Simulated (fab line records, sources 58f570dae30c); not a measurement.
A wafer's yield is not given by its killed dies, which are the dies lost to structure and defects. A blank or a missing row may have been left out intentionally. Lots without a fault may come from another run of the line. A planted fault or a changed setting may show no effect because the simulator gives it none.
Lot-split experiment + flow berkeley-cmos170 + route with 331 steps; 5 lots, 27 wafers read

== ON THE SPLIT ==
At UCB170_M3_SPUTTER_01 (material Al, target thk 900 nm, time 120 s), the setting time-s was moved away from the recipe's 120 s on 12 of the 27 wafers read, by -59.4% to +59.6%. This setting was run at the recipe's value on the other wafers.

== FROM THE SPLIT TO THE READING: what the file shows between them, 5 steps ==
- UCB170_M3_RS_MEAS_02: measures by four-point-probe
- UCB170_M3_THK_MEAS_03: measures by xrf
- UCB170_M3_HMDS_04: prime time 60 s
- UCB170_M3_COAT_05: resist thk 900 nm
- UCB170_M3_ETCH_17: etches BARC in N2/H2

== THE READING ==
oes-product-au, in a.u., at UCB170_M3_METAL_ETCH_18 (etches Al in Cl2/BCl3, stops on SiO2, target depth 1170 nm, time 195 s). Typical for fault-free wafers on this fab line: 0.847 a.u., with standard deviation 0.014 a.u.

| wafer  | tool, chamber at the split | time-s as run, s | against the recipe | oes-product-au, a.u. | against lot-mates on the recipe |
|--------|----------------------------|------------------|--------------------|----------------------|---------------------------------|
| L079.1 | pvd-sputter-02, -          | 191.5            | +59.6%             | 0.985                | +0.143                          |
| L079.2 | pvd-sputter-02, -          | 191.5            | +59.6%             | 0.995                | +0.153                          |
| L079.3 | pvd-sputter-02, -          | 191.5            | +59.6%             | 0.987                | +0.145                          |
| L079.4 | pvd-sputter-02, -          | 120              | recipe             | 0.863                | -                               |
| L079.5 | pvd-sputter-02, -          | 120              | recipe             | 0.845                | -                               |
| L079.6 | pvd-sputter-02, -          | 120              | recipe             | 0.817                | -                               |
| L078.1 | pvd-sputter-04, -          | 120              | recipe             | 0.861                | -                               |
| L078.2 | pvd-sputter-04, -          | 62.37            | -48.0%             | 0.622                | -0.226                          |
| L078.3 | pvd-sputter-04, -          | 120              | recipe             | 0.821                | -                               |
| L078.4 | pvd-sputter-04, -          | 62.37            | -48.0%             | 0.637                | -0.211                          |
| L078.5 | pvd-sputter-04, -          | 62.37            | -48.0%             | 0.619                | -0.229                          |
| L078.6 | pvd-sputter-04, -          | 120              | recipe             | 0.862                | -                               |
| L075.1 | pvd-sputter-04, -          | 120              | recipe             | 0.835                | -                               |
| L075.2 | pvd-sputter-04, -          | 48.67            | -59.4%             | 0.568                | -0.272                          |
| L075.3 | pvd-sputter-04, -          | 48.67            | -59.4%             | 0.556                | -0.284                          |
| L075.4 | pvd-sputter-04, -          | 120              | recipe             | 0.834                | -                               |
| L075.5 | pvd-sputter-04, -          | 120              | recipe             | 0.851                | -                               |
| L075.6 | pvd-sputter-04, -          | 48.67            | -59.4%             | 0.558                | -0.282                          |
| L081.1 | pvd-sputter-01, -          | 141.9            | +18.3%             | 0.944                | +0.091                          |
| L081.2 | pvd-sputter-01, -          | 120              | recipe             | 0.840                | -                               |
| L081.3 | pvd-sputter-01, -          | 120              | recipe             | 0.865                | -                               |
| L081.4 | pvd-sputter-01, -          | 141.9            | +18.3%             | 0.916                | +0.063                          |
| L081.5 | pvd-sputter-01, -          | 141.9            | +18.3%             | 0.921                | +0.068                          |
| L081.6 | pvd-sputter-01, -          | 120              | recipe             | 0.854                | -                               |
| L082.1 | pvd-sputter-02, -          | 120              | recipe             | 0.832                | -                               |
| L082.2 | pvd-sputter-02, -          | 120              | recipe             | 0.842                | -                               |
| L082.3 | pvd-sputter-02, -          | 120              | recipe             | 0.835                | -                               |

FIT RESULTS
A straight line over all 27 wafers: oes-product-au changes by +0.0038 a.u. for each +1% of time-s; r = +0.97; the points scatter about the line by 0.034 a.u.
The same after taking each lot's own level away (the mean of its wafers on the recipe; 27 wafers): +0.00379 a.u. for each +1%; r = +0.97; scatter 0.032 a.u.
Per that fit: largest time-s move, reading shift of 0.23 a.u.
The lots' own levels span 0.8363 to 0.8530 a.u., that is 1.2 times the standard deviation above.
The two slopes agree, so the slope changes little with the lot-to-lot level.
Check: for one of the wafers moved furthest among these (+59.6%), held out of the fit, the line's prediction against its lot-mates is +0.221 a.u. Against them it came out at +0.143 a.u.

== FURTHER SPLITS ON THESE WAFERS ==
Note: prior to the reading, these wafers also went through further splits. Each is held against what the fit with the lots' levels taken away leaves over:
| other split on the same wafers | wafers away from the commonest value | r with oes-product-au (lot level and that fit taken away) |
|--------------------------------|--------------------------------------|-----------------------------------------------------------|
| UCB170_M2_METAL_ETCH_18 time-s | 12                                   | +0.26                                                     |

== THE WHOLE CHAIN: every reading that the file lists as answering this split, in the file's order ==
| step                    | what it does                                                           | reading                                                                     | change (the file's fit)                   | r (the file's) |
|-------------------------|------------------------------------------------------------------------|-----------------------------------------------------------------------------|-------------------------------------------|----------------|
| UCB170_M3_SPUTTER_01    | material Al, target thk 900 nm, time 120 s                             | Al_of_M3_SPUTTER_01.thk-nm (the simulator's own value, which no gauge read) | +8.95 nm for each +1% of the setting      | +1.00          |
| UCB170_M3_RS_MEAS_02    | measures by four-point-probe                                           | M3_AL_RS                                                                    | -0.000532 for each +1% of the setting     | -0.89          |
| UCB170_M3_THK_MEAS_03   | measures by xrf                                                        | M3_AL_THK                                                                   | +8.9 for each +1% of the setting          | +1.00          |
| UCB170_M3_METAL_ETCH_18 | etches Al in Cl2/BCl3, stops on SiO2, target depth 1170 nm, time 195 s | oes-product-au                                                              | +0.00385 a.u. for each +1% of the setting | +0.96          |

== FILE'S OWN FIT ==
oes-product-au changes by +0.00385 a.u. for each +1% of time-s, r = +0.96.
